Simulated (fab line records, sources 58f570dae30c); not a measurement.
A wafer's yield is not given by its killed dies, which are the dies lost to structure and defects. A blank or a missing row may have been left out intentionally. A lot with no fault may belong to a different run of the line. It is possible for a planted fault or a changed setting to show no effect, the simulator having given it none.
A struck lot beside a sound one + flow berkeley-cmos170 + 14 steps out of a route of 331
Sound: the wafers L365.3, L365.4, L365.5. Struck: wafers L374.1, L374.4, L374.6. The cause comes at the end.
Each step with rows lists, per side, the tool, then ch with its chambers, then its first start. Under that, the readings that differ: sound wafers + struck wafers + difference of the means + sigmas: that difference in standard deviations of wafers without a fault.
alike: a reading whose means differ by less than 2 such deviations, as well as words and numbers matching on both sides. not compared: withheld readings; readings where some wafer has no value; bounds like >300 that might hide an equal value; numbers whose values overlap and for which the record gives no deviation.
The two part at a step that has a row with sigmas, a row that says differs or no value, or rows on one side only. Numbers that don't overlap but have no deviation are shown without sigmas and don't part them. A reading missing from all wafers of one side parts the sides only when that side holds two or more wafers.

UCB170_ZERO_STRIP_07: strips in O2.
  sound on plasma-asher-03 ch 0,1, day 2 11:50; struck on plasma-asher-01 ch 0,1, day 4 11:54
  alike: drypump-motor-current-A, oes-product-au, strip-time-to-endpoint-s
  not compared: rf-hours-counter-h
then, 2 steps without rows for these wafers: UCB170_NWELL_WET_ETCH_00 (etches SiO2 in dHF, time 200 s); UCB170_NWELL_OXIDATION_01 (target thk 26.4 nm, ox time 1260 s).
UCB170_NWELL_THK_MEAS_02:
  sound on film-metro-03 at day 2 18:04; struck on film-metro-04 at day 4 15:41
  alike: NWELL_OXIDE_THK
then, 2 steps without rows for these wafers: UCB170_NWELL_ANNEAL_03 (time 900 s); UCB170_NWELL_CVD_04 (deposits Si3N4 from SiH2Cl2/NH3, target thk 224 nm, time 3360 s).
UCB170_NWELL_THK_MEAS_05:
  sound on film-metro-01 at day 3 03:19; struck on film-metro-01 at day 5 00:03
  alike: NWELL_NITRIDE_THK
then, 5 steps without rows for these wafers: UCB170_NWELL_HMDS_06 (prime time 60 s); UCB170_NWELL_COAT_07 (resist thk 900 nm); UCB170_NWELL_SOFTBAKE_08 (time 60 s); UCB170_NWELL_EXPOSE_09 (exposes mask NWELL, target cd 3000 nm); UCB170_NWELL_PEB_10.
UCB170_NWELL_DEVELOP_11: develop time 45 s.
  sound on litho-track-03 ch 0, day 3 04:00; struck on litho-track-03, day 5 01:00
  no value came back on the struck wafers for chill-plate-temp-C (C), develop-time-s (s), resist-line-temp-C (C); on the sound wafers chill-plate-temp-C (C) reads 23.12 22.93 23.01
| reading                                | sound           | struck            | difference | sigmas |
|----------------------------------------|-----------------|-------------------|------------|--------|
| model.KrF_of_NWELL_COAT_07.thk-nm (nm) | 890.7 890 890.5 | 894.5 900.4 896.3 | +6.7       |        |
UCB170_NWELL_OVL_MEAS_12:
  sound on overlay-01 at day 3 05:00; struck on overlay-02 at day 5 01:08
| reading        | sound   | struck | difference                    | sigmas |
|----------------|---------|--------|-------------------------------|--------|
| NWELL_OVL (nm) | -3 -1 1 | - - -  | no value on the struck wafers |        |

WHERE THEY PART
Earliest at UCB170_NWELL_DEVELOP_11; latest, in this record, at UCB170_NWELL_OVL_MEAS_12.

WHY: whatever the simulator had introduced
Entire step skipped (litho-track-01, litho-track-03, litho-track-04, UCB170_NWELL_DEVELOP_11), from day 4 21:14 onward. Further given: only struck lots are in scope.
